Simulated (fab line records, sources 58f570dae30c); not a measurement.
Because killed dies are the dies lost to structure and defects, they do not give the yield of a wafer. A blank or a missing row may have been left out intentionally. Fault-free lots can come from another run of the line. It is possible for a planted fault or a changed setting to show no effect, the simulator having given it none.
Comparing a struck lot with a sound one ; flow berkeley-cmos170 ; 16 out of 331 route steps
Sound: wafers L598.3, L598.4, L598.6. Wafers struck: L591.2, L591.5, L591.6. The cause is named last.
Order at every step that has rows: each side's tool, ch and its chambers, its first start. Under that, the readings that differ: sound wafers ; struck wafers ; difference of the means ; sigmas: that difference in standard deviations of wafers without a fault.
alike: readings with means less than 2 such deviations apart, plus words and numbers identical on both sides. not compared: withheld readings, readings lacking a value on some wafer, bounds such as >300 that could conceal the same value, and numbers that have no deviation in the record and whose values overlap.
A row with sigmas, a row that says differs or no value, or rows on one side alone: a step with any of these is where the two part. When numbers do not overlap yet have no deviation, they are printed without sigmas and do not part them. A reading missing from all wafers of one side parts the sides only when that side holds two or more wafers.

UCB170_NWELL_THK_MEAS_02:
  sound on film-metro-03 at day 6 14:14; struck on film-metro-01 at day 4 23:05
reading;sound;struck;difference;sigmas
NWELL_OXIDE_THK (nm);26.7 26.9 26.5;25.6 25.4 25.6;-1.2;-3
then, 2 steps without rows for these wafers: UCB170_NWELL_ANNEAL_03 (time 900 s); UCB170_NWELL_CVD_04 (deposits Si3N4 from SiH2Cl2/NH3, target thk 224 nm, time 3360 s).
UCB170_NWELL_THK_MEAS_05:
  sound on film-metro-03 at day 6 23:14; struck on film-metro-01 at day 5 06:52
reading;sound;struck;difference;sigmas
NWELL_NITRIDE_THK (nm);221.6 222.3 221.7;227.7 227.3 226.9;+5.4;+2
then, 6 steps without rows for these wafers: UCB170_NWELL_HMDS_06 (prime time 60 s); UCB170_NWELL_COAT_07 (resist thk 900 nm); UCB170_NWELL_SOFTBAKE_08 (time 60 s); UCB170_NWELL_EXPOSE_09 (exposes mask NWELL, target cd 3000 nm); UCB170_NWELL_PEB_10; UCB170_NWELL_DEVELOP_11 (develop time 45 s).
UCB170_NWELL_OVL_MEAS_12:
  sound on overlay-01 at day 7 00:50; struck on overlay-02 at day 5 09:28
  alike: NWELL_OVL
UCB170_NWELL_ETCH_13: etches Si3N4 in CH3F/Ar/O2, stops on SiO2, target depth 246.4 nm, time 154 s.
  sound on rie-diel-03 ch 1,2,3, day 7 00:51; struck on rie-diel-03 ch 0,2,3, day 5 09:29
  alike: chamber-pressure-mTorr, drypump-motor-current-A, oes-product-au, throttle-valve-pct
  not compared: rf-hours-counter-h
UCB170_NWELL_IMPLANT_14:
  sound on implanter-02 ch 0, day 7 01:00; struck on implanter-04 ch 0, day 5 09:37
reading;sound;struck;difference;sigmas
beam-energy-keV;150.03 150.04 150.04;97.47 97.45 97.44;-52.58;-99 or more
model.implant.rp-nm (nm);182.6 182.6 182.6;118.5 118.5 118.5;-64.1;
model.implant.drp-nm (nm);62.72 62.72 62.72;44.59 44.59 44.59;-18.13;
UCB170_NWELL_STRIP_15: strips in O2.
  sound on plasma-asher-04 ch 0,1, day 7 01:08; struck on plasma-asher-04 ch 0,1, day 5 09:44
  alike: chamber-pressure-mTorr, drypump-motor-current-A, o2-flow-sccm, oes-product-au, strip-time-to-endpoint-s
  not compared: rf-hours-counter-h
UCB170_NWELL_TW_MEAS_16:
  sound on film-metro-03 at day 7 01:13; struck on film-metro-03 at day 5 10:05
reading;sound;struck;difference;sigmas
NWELL_TW;1253 1253 1254;1143 1148 1149;-107;-15
  not compared: hold
UCB170_M3_PROBE_99:
  the record has rows for the sound wafers here (prober-01, day 14 01:05) and none for the struck ones

WHERE THEY PART
At UCB170_NWELL_THK_MEAS_02 first; at UCB170_M3_PROBE_99 last (within this record only).

WHY: what the simulator had put in
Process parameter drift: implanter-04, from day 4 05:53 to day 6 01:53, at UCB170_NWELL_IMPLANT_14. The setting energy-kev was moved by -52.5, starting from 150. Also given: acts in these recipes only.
